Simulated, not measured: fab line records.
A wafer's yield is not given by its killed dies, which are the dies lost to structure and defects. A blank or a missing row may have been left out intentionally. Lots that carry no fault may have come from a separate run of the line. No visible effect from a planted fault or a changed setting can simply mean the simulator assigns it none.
Which tool was responsible? ; flow rit-cmos ; 14 lots with 42 wafers sampled at 2 steps, on a route of 202 steps

## WHAT EACH GAUGE READ, for each wafer
The record holds no reading of a measuring or inspecting step that can be judged against a usual standard deviation.

## EACH LOT AND THE TOOL THAT RAN IT (in order: tool; ch and the chambers of the sampled wafers; start)
lot;RIT_PRETRO_SOFTBAKE_02;RIT_M1_PROBE_99
L325;litho-track-03 ch 0, day 2 12:00;-
L326;litho-track-03 ch 0, day 2 13:34;-
L328;litho-track-03 ch 0, day 3 00:03;-
L330;litho-track-04 ch 0, day 3 08:01;-
L331;litho-track-02 ch 0, day 3 14:04;-
L332;litho-track-04 ch 0, day 3 18:45;-
L334;litho-track-02 ch 0, day 4 04:16;-
L335;litho-track-03 ch 0, day 4 11:24;-
L338;litho-track-04 ch 0, day 5 00:56;-
L340;litho-track-03 ch 0, day 5 11:14;prober-01, day 6 14:56
L341;litho-track-02 ch 0, day 5 14:49;prober-02, day 6 18:40
L342;litho-track-04 ch 0, day 5 18:48;-
L345;litho-track-03 ch 0, day 6 10:51;-
L348;litho-track-04 ch 0, day 7 00:48;-
- RIT_PRETRO_SOFTBAKE_02: time 60 s.
- RIT_M1_PROBE_99

## WHAT THE TOOLS THEMSELVES READ (means of the sampled wafers that have a number; where no wafer has one, the mark that the record gives instead)
RIT_PRETRO_SOFTBAKE_02. Usual: heater-power-total-W 34.57 W, standard deviation 0.048; plate-temp-C 90.00 C, standard deviation 0.13.
lot;tool;heater-power-total-W (W);plate-temp-C (C);flag
L325;litho-track-03;34.52;90.07;
L326;litho-track-03;34.58;89.78;
L328;litho-track-03;34.55;90.03;
L330;litho-track-04;34.57;89.97;
L331;litho-track-02;34.62;90.06;
L332;litho-track-04;34.54;89.99;
L334;litho-track-02;34.52;89.91;
L335;litho-track-03;34.54;90.10;
L338;litho-track-04;34.57;89.92;
L340;litho-track-03;39.45;98.96;OFF
L341;litho-track-02;34.51;89.97;
L342;litho-track-04;34.59;89.92;
L345;litho-track-03;39.51;99.01;OFF
L348;litho-track-04;34.58;89.88;

RIT_M1_PROBE_99. Usual: killed_at_M0_to_M3 0.0, standard deviation 0.14; killed-at-front-end 7, standard deviation 3.2; killed-dies 7, standard deviation 3.2; killed-open 3.2, standard deviation 2.1; killed-short 3.7, standard deviation 2.1.
lot;tool;killed_at_M0_to_M3;killed-at-front-end;killed-dies;killed-open;killed-short;flag
L340;prober-01;0.3;6;6;3.0;3.0;
L341;prober-02;0.0;6;6;4.0;1.7;

## THE ANSWER, worked out from the rows above alone
Rule: a lot counts as off when the mean over its wafers that have a number is more than 3 standard deviations away from the usual mean. Also off: a lot with no number at a reading for which 4 or more lots have one. Where the step has rows for the other lots, those lots are counted as sound. First the gauges in route order, then the tools' own readings, where a lot's mean is used as printed above. At the first step where some lot is off, the reading lying furthest off is the one used; lots without a number count as furthest.
Off: L340, L345, at RIT_PRETRO_SOFTBAKE_02 (heater-power-total-W).
A tool fits if, at that step or a process step before it, it ran every lot that is off, and no sound lot after the first of them. One fits: litho-track-03 at RIT_PRETRO_SOFTBAKE_02. Its last sound lot is L335 (day 4 11:24), its first lot that is off L340 (day 5 11:14): a fault that began between those two fits.
The tool's own readings at RIT_PRETRO_SOFTBAKE_02 bear it out: on the lots that are off they differ by more than 5 times the standard deviation of the sound lots' means. heater-power-total-W reads 39.48 W there against 34.56 W on the sound lots; plate-temp-C reads 98.98 C there against 89.97 C on the sound lots.

## WHAT THE SIMULATOR HAD PUT IN
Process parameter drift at RIT_PRETRO_SOFTBAKE_02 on litho-track-03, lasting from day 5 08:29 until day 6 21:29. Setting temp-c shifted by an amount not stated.
Lots struck among those shown: L340, L345. The rule above reached the same finding.
